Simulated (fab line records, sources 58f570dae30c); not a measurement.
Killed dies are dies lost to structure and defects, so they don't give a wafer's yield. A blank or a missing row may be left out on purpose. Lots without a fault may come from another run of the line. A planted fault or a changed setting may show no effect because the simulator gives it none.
A struck lot beside a sound one | flow berkeley_cmos170 | 14 steps out of a route of 331
Sound: wafers L903.3, L903.5, L903.6. Struck: wafers L910.2, L910.3, L910.6. The cause comes at the end.
At each step with rows: each side's tool, then ch and its chambers, then its first start. Under that, the readings that differ: sound wafers | struck wafers | difference of the means | sigmas: that difference in standard deviations of wafers without a fault.
alike: readings whose means differ by less than 2 such deviations, and words and numbers that are the same on both sides. not compared: withheld readings, readings that some wafer has no value for, bounds like >300 that may hide the same value, and numbers for which the record gives no deviation and whose values overlap.
The two part at a step that has a row with sigmas, a row that says differs or no value, or rows on one side only. Numbers that don't overlap but have no deviation are shown without sigmas and don't part them. A reading that every wafer of one side lacks parts them only if that side has two wafers or more.

UCB170_M3_SPUTTER_01: material Al, target thk 900 nm, time 115.2 s.
  sound on pvd_sputter-04, day 10 02:58; struck on pvd_sputter-04, day 11 18:36
  alike: throttle_valve_pct
UCB170_M3_RS_MEAS_02: measures by four-point-probe.
  sound on film_metro-04, day 10 03:05; struck on film_metro-04, day 11 18:42
  alike: M3_AL_RS
UCB170_M3_THK_MEAS_03: measures by xrf.
  sound on film_metro-04, day 10 03:11; struck on film_metro-04, day 11 18:49
  alike: M3_AL_THK
then, 3 steps without rows for these wafers: UCB170_M3_HMDS_04 (prime time 60 s); UCB170_M3_COAT_05 (resist thk 900 nm); UCB170_M3_SOFTBAKE_06 (time 60 s).
UCB170_M3_STRIP_07: strips in O2.
  sound on plasma_asher-01 ch 0,1, day 10 03:43; struck on plasma_asher-02 ch 0,1, day 11 19:36
  reading                     | sound       | struck      | difference | sigmas
  drypump_motor_current_A (A) | 6.5 6.3 6.5 | 6.1 5.5 5.5 | -0.7       | -2
  alike: oes_product_au, strip_time_to_endpoint_s
  not compared: rf_hours_counter_h
then, 5 steps without rows for these wafers: UCB170_M3_STRIP_08 (strips KrF in DMSO, time 600 s); UCB170_M3_COAT_09; UCB170_M3_COAT_10 (resist thk 900 nm); UCB170_M3_SOFTBAKE_11 (time 60 s); UCB170_M3_EXPOSE_12 (exposes mask METAL3, target cd 700 nm).
UCB170_M3_PEB_13:
  sound on litho_track-04 ch 0, day 10 04:43; struck on litho_track-01, day 11 20:36
  no value came back on the struck wafers for chill_plate_temp_C (C), exhaust_pa (Pa); on the sound wafers chill_plate_temp_C (C) reads 23.06 23.05 23.02
then, 1 step without rows for these wafers: UCB170_M3_DEVELOP_14 (develop time 45 s).

WHERE THEY PART
First at UCB170_M3_STRIP_07; last, within this record, at UCB170_M3_PEB_13.

WHY: what the simulator had put in
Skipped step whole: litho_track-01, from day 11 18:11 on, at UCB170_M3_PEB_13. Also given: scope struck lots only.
